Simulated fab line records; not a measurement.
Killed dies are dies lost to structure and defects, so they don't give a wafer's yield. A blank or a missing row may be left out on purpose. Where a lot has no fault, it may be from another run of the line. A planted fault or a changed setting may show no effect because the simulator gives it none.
Chamber matching ; flow berkeley_cmos170 ; UCB170_V1_CVD_00 on pecvd-04: 3 sister chambers
The step deposits SiO2 from TEOS/O2, target thk 2000 nm, time 250 s. 6 wafers are shown with their chamber, then 7 later ones without.

WAFERS, EACH WITH ITS CHAMBER
wafer;chamber;heater_power_w (W);rf_fwd_power_W (W)
L649.4;0;344;545.4
L649.6;2;257;551.3
L652.2;0;303;550.3
L652.6;1;170;547.7
L658.2;2;353;546.7
L658.3;1;125;550.5

WAFERS WHOSE CHAMBER IS MISSING
wafer;heater_power_w (W);rf_fwd_power_W (W)
L658.4;260;545.7
L661.3;188;547.1
L661.4;118;549.0
L661.5;240;546.5
L662.1;173;548.9
L662.2;302;545.0
L662.4;256;546.8

WHICH CHAMBER EACH ONE RAN IN
wafer;from the rows above;in truth
L658.4;can't be placed: 2 or 0 or 1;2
L661.3;can't be placed: 1 or 2 or 0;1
L661.4;1;1
L661.5;can't be placed: 2 or 0 or 1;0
L662.1;1;1
L662.2;can't be placed: 0 or 2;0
L662.4;can't be placed: 2 or 0 or 1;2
Correctly placed: 2 of 7. Cannot be placed on the basis of these rows: 5; the candidates contain the true chamber in 5. 0 placed wrongly.
How it was worked out, from the rows above alone: a wafer's distance from a chamber is the root of the sum, over the readings, of the square of ((its reading less the chamber's mean) divided by the reading's scatter). If the next closest chamber is less than 2 further off than the closest, the wafer can't be placed; otherwise it belongs to the closest. For every chamber, the mean is computed from those of its wafers that are shown. The scatter is the square root of a quotient: the sum, over the shown wafers, of each reading's squared deviation from its chamber's mean, divided by wafers minus chambers.
